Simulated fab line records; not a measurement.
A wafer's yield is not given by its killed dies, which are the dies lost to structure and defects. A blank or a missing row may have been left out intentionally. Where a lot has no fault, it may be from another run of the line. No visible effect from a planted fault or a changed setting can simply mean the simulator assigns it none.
Code-filled problem report in 8D (eight disciplines) form || flow berkeley-cmos170 || the parts of the form that need people (team, actions taken, sign-off) are left out

== 1. WHAT IS WRONG ==
PLDD_TW at UCB170_PLDD_TW_MEAS_11 reads a mean of 1090 on 6 wafers of 2 lots; wafers without a fault read 1007 with a standard deviation of 8.3. Measured from the usual mean, that is +10 standard deviations.
Earliest sighting: wafer L530.3 on film-metro-04 at day 9 02:44. The record holds 42 wafers of 14 lots with a number at this step. By rule, "out" or "out of limits" means more than 4 standard deviations away from the usual mean. All remaining wafers that have a number are taken as sound.

== 2. WHAT IT IS; WHAT IT IS NOT ==
{"question": "which readings at this step", "is": "PLDD_TW", "is not": "-"}
{"question": "which lots", "is": "L530, L532", "is not": "L519, L521, L523, L525, L526, L529, L534, L535, L537, L538, L539, L541"}
{"question": "which wafers of those lots", "is": "all that have a number", "is not": "-"}
{"question": "read on which gauges", "is": "film-metro-01, film-metro-04", "is not": "film-metro-02"}
{"question": "when", "is": "from day 9 02:44", "is not": "up to then (15 sound wafers); but 21 sound wafers of L529, L534, L535, L537, L538, L539, L541 came after"}

== 3. WHAT RULES OUT EACH SUSPECT ==
Counting: any tool at a process step up to the reading is kept as a suspect provided that every lot that is out went through it and no sound lot did after the first of them.
- the gauge at UCB170_PLDD_TW_MEAS_11 has been ruled out. 2 gauges (film-metro-01, film-metro-04) read the wafers that are out.
- implanter-01 at UCB170_PLDD_IMPLANT_08: kept. All lots that are out passed through it, beginning with L530 at day 9 02:20, and no sound lot followed; its final sound lot before that point was L525 at day 8 12:35. On those wafers its own readings are out: beam-on-s, dose-ions-cm2, faraday-current-uA.
The count leaves implanter-01 at UCB170_PLDD_IMPLANT_08.

== 4. THE CAUSE (what the simulator had put in) ==
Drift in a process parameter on implanter-01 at UCB170_PLDD_IMPLANT_08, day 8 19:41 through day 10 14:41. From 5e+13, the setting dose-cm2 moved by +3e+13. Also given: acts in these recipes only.
This tool alone remained once counting was done.

== 5. SEQUENCE OF EFFECTS, ordered by route ==
One row per reading whose mean, taken over the struck wafers that have a number, lies over 3 standard deviations from the usual. Readings are gone through only where the record gives a usual standard deviation; hours: the median, over the lots, of the time from a lot's start at the first step in this table giving one to that lot's start at this step; sigmas: the change measured in usual standard deviations.
{"hours": 0, "step": "UCB170_PLDD_IMPLANT_08", "reading": "beam-on-s", "usual": "9.99 s", "on struck wafers": 13.72, "change": "+3.73", "sigmas": "+17"}
{"hours": 0, "step": "UCB170_PLDD_IMPLANT_08", "reading": "dose-ions-cm2", "usual": 5e+13, "on struck wafers": 8e+13, "change": "+3e+13", "sigmas": "+99 or more"}
{"hours": 0, "step": "UCB170_PLDD_IMPLANT_08", "reading": "faraday-current-uA", "usual": 159, "on struck wafers": 185, "change": "+26", "sigmas": "+7.6"}
{"hours": 0, "step": "UCB170_PLDD_TW_MEAS_11", "reading": "PLDD_TW", "usual": 1007, "on struck wafers": 1090, "change": "+83", "sigmas": "+10"}
{"hours": 17, "step": "UCB170_SDANNEAL_RS_MEAS_04", "reading": "PLDD_RS", "usual": "1032 ohm/sq", "on struck wafers": 844, "change": -188, "sigmas": -59}
Here are the process steps it includes:
- UCB170_PLDD_IMPLANT_08
Later steps that measure or inspect, where all struck wafers having a row at the step show a number for every such reading and not one has moved that far: UCB170_PSD_TW_MEAS_10.

== 6. WHAT WOULD HAVE CAUGHT IT SOONER ==
Counted from the fault's start at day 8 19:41, it took 7 hours until the first out-of-limits reading at a measuring or inspecting step in this record, taken at day 9 02:44.
At UCB170_PLDD_IMPLANT_08, the tool's own readings (beam-on-s, dose-ions-cm2, faraday-current-uA) were out on each struck wafer the step has a row for, so an alarm limit on them would have fired on the first such wafer.
L532, from the lots that are out (2), started UCB170_PLDD_IMPLANT_08 on implanter-01 later than day 9 02:44. Holding the tool at that time would have saved it.
